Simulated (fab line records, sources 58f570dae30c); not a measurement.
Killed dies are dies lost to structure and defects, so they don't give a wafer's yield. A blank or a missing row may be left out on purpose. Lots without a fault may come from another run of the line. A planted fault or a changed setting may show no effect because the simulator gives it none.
One fault seen from 2 desks | flow berkeley_cmos170 | each desk has only its own numbers; what lay behind them comes last

THE METROLOGY DESK
What the gauges read, lot by lot, whatever tool the lot ran on: means of the sampled wafers that have a number. A lot is out of limits, marked OUT, if its mean lies more than 4 standard deviations from the usual mean; the brackets give that distance.
Columns: A = V1_TEOS_THK at UCB170_V1_THK_MEAS_01, usual 2009 nm; B = V1_POLISHED_THK at UCB170_V1_THK_MEAS_04, usual 1000.7 nm
lot  | first seen here | A               | B
L387 | day 8 05:50     | 2003            | 999.8
L389 | day 8 14:46     | 1975            | 1000.9
L391 | day 9 06:00     | 2022            | 999.4
L392 | day 9 07:20     | 1997            | 1001.2
L394 | day 9 12:59     | 2003            | 1001.7
L395 | day 10 06:44    | 2021            | 1002.1
L397 | day 10 17:36    | 1966            | 1000.7
L401 | day 11 03:50    | 2027            | 1001.2
L399 | day 11 05:11    | 1994            | 1001.6
L406 | day 12 02:17    | 2052            | 1001.1
L405 | day 12 03:43    | 1802 (-8.0) OUT | 799.8 (-99 or more) OUT
L407 | day 12 13:43    | 1790 (-8.4) OUT | 797.8 (-99 or more) OUT
L408 | day 12 15:03    | 1995            | 1000.6
L410 | day 13 08:29    | 1995            | 1000.9
This desk's finding: out of limits on L405, L407; first on L405, day 12 03:43 (V1_TEOS_THK at UCB170_V1_THK_MEAS_01). In limits: L387, L389, L391, L392, L394, L395, L397, L401, L399, L406, L408, L410.

THE TOOL OWNER'S DESK: pecvd-04
The tool's own readings at UCB170_V1_CVD_00 (deposits SiO2 from TEOS/O2, target thk 2000 nm, time 250 s): means of the sampled wafers that have a number, for each lot that ran on this tool. A lot is out of limits, marked OUT, if its mean lies more than 4 standard deviations from the usual mean; the brackets give that distance.
Columns: A = heater_power_w at UCB170_V1_CVD_00, usual 242 W; B = rf_fwd_power_W at UCB170_V1_CVD_00, usual 548.5 W; C = susceptor_temp_C at UCB170_V1_CVD_00, usual 390.00 C
lot  | first seen here | A   | B     | C
L391 | day 9 05:51     | 204 | 548.6 | 390.03
L394 | day 9 12:50     | 306 | 548.7 | 390.00
L397 | day 10 17:26    | 334 | 548.4 | 389.97
L405 | day 12 03:32    | 202 | 548.0 | 389.86
L407 | day 12 13:34    | 281 | 548.1 | 390.03
This desk's finding: nothing out of limits on any of the 5 lots.

PUT TOGETHER
The metrology desk could have raised an alarm at day 12 03:43, on L405, L407.
The tool owner's desk saw nothing out of limits.
The tool owner's desk has L405, L407 on record, within its limits.
Of the lots named, all ran UCB170_V1_CVD_00 on pecvd-04.

WHAT THE SIMULATOR HAD PUT IN
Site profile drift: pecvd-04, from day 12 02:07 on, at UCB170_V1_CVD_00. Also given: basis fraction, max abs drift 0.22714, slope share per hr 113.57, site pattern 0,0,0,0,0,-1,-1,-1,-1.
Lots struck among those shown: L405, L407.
Hours from the fault's start to each desk's first reading out of limits: the metrology desk, 2.
